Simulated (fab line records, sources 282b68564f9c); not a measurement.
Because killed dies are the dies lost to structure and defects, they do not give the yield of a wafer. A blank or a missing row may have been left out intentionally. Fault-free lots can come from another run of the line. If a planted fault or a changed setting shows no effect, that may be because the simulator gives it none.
A struck lot beside a sound one | flow ritCmos | 12 out of 202 route steps
Sound: these wafers, L871.1, L871.3, L871.4. The struck wafers were L874.2, L874.3, L874.4. The cause is named last.
Per side, at each step with rows, come the tool, then ch with its chambers, and then its first start. Under that, the readings that differ: sound wafers | struck wafers | difference of the means | sigmas: that difference in standard deviations of wafers without a fault.
alike: same words and numbers on both sides, and readings whose means sit less than 2 such deviations apart. not compared: any withheld reading, any reading some wafer has no value for, any bound like >300 that may hide the same value, and any number with overlapping values for which the record gives no deviation.
A row with sigmas, a row that says differs or no value, or rows on one side alone: a step with any of these is where the two part. Numbers that have no deviation but don't overlap get no sigmas and don't part them. A reading missing from all wafers of one side parts the sides only when that side holds two or more wafers.

RIT_ACTIVE_BOW_MEAS_00:
  sound on filmMetro-03, day 3 17:00; struck on filmMetro-03, day 4 08:01
  alike: INCOMING_BOW
then, 1 step without rows for these wafers: RIT_ACTIVE_OXIDATION_01 (target thk 46.8 nm, ox time 3360 s).
RIT_ACTIVE_THK_MEAS_02:
  sound on filmMetro-04, day 3 22:53; struck on filmMetro-01, day 4 10:04
  alike: ACTIVE_OXIDE_THK
then, 1 step without rows for these wafers: RIT_ACTIVE_CVD_03 (deposits Si3N4 from SiH2Cl2/NH3, target thk 150 nm, time 1500 s).
RIT_ACTIVE_THK_MEAS_04:
  sound on filmMetro-03, day 4 00:22; struck on filmMetro-03, day 4 12:15
  alike: ACTIVE_NITRIDE_THK
then, 5 steps without rows for these wafers: RIT_ACTIVE_HMDS_05 (prime time 58.85 s); RIT_ACTIVE_COAT_06 (resist thk 1000 nm); RIT_ACTIVE_SOFTBAKE_07 (time 60 s); RIT_ACTIVE_EXPOSE_08 (exposes mask M1, target cd 1400 nm); RIT_ACTIVE_PEB_09.
RIT_ACTIVE_DEVELOP_10: develop time 50 s.
  struck on lithoTrack-03, day 4 13:00; sound on lithoTrack-02 ch 0, day 4 01:00
  no value came back on the struck wafers for chillPlateTempC (C), developTimeS (s); on the sound wafers chillPlateTempC (C) reads 23.00 23.04 23.12
RIT_ACTIVE_CD_MEAS_11: the cd target is 1400 nm.
  sound on cdSem-02, day 4 01:17; struck on cdSem-02, day 4 13:11
reading   | sound                | struck | difference                    | sigmas
cdNm (nm) | 1400.0 1399.4 1399.5 | - - -  | no value on the struck wafers | 

WHERE THEY PART
Last at RIT_ACTIVE_CD_MEAS_11 as far as this record goes, first at RIT_ACTIVE_DEVELOP_10.

WHY: what the simulator had put in
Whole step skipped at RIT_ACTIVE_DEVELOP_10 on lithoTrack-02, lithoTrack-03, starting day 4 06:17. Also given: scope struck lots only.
